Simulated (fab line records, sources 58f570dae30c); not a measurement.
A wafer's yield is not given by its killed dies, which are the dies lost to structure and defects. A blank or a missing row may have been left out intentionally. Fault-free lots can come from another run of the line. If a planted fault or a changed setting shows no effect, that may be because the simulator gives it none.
2 desks looking at one fault + flow berkeley_cmos170 + each desk has only its own numbers; what lay behind them comes last

## AT THE TOOL OWNER'S DESK: rie_diel-02
The tool's own readings at UCB170_M2_ETCH_17 (etches BARC in N2/H2): means of the sampled wafers that have a number, for each lot that ran on this tool. Any lot whose mean is over 4 standard deviations away from the usual mean is out of limits and marked OUT; that distance is given in the brackets.
Columns: A = bias_w at UCB170_M2_ETCH_17, usual 100.0 W; B = chamber_pressure_mTorr at UCB170_M2_ETCH_17, usual 29.998 mTorr; C = drypump_motor_current_A at UCB170_M2_ETCH_17, usual 5.7 A; D = oes_product_au at UCB170_M2_ETCH_17, usual 1.004 a.u.; E = throttle_valve_pct at UCB170_M2_ETCH_17, usual 13.31 %
| lot  | first seen here | A     | B      | C   | D     | E     |
|------|-----------------|-------|--------|-----|-------|-------|
| L641 | day 8 21:29     | 99.9  | 30.000 | 5.2 | 1.001 | 13.41 |
| L645 | day 10 13:01    | 99.9  | 30.008 | 5.2 | 1.019 | 13.32 |
| L648 | day 11 05:13    | 100.2 | 30.004 | 5.3 | 1.039 | 13.18 |
| L657 | day 13 08:35    | 100.3 | 29.983 | 5.2 | 1.002 | 13.40 |
| L661 | day 14 23:03    | 99.7  | 30.006 | 5.1 | 1.008 | 13.39 |
Finding of this desk: none of the 5 lots has anything out of limits.

## THE METROLOGY DESK
What the gauges read, lot by lot, whatever tool the lot ran on: means of the sampled wafers that have a number. Any lot whose mean is over 4 standard deviations away from the usual mean is out of limits and marked OUT; that distance is given in the brackets.
Columns: A = cd_nm at UCB170_M2_CD_MEAS_90, usual 703 nm
| lot  | first seen here | A   |
|------|-----------------|-----|
| L641 | day 8 21:49     | 702 |
| L645 | day 10 13:21    | 707 |
| L648 | day 11 05:34    | 707 |
| L647 | day 11 05:45    | 707 |
| L653 | day 13 00:52    | 705 |
| L657 | day 13 08:55    | 706 |
| L660 | day 14 10:49    | 695 |
| L659 | day 14 11:51    | 701 |
| L661 | day 14 23:34    | 702 |
| L662 | day 14 23:38    | 705 |
| L664 | day 15 01:37    | 703 |
| L663 | day 15 05:19    | 699 |
Finding of this desk: none of the 12 lots has anything out of limits.

## TAKEN TOGETHER
Nothing out of limits was seen by the tool owner's desk.
At the metrology desk, nothing out of limits was observed.

## WHAT THE SIMULATOR HAD INSERTED
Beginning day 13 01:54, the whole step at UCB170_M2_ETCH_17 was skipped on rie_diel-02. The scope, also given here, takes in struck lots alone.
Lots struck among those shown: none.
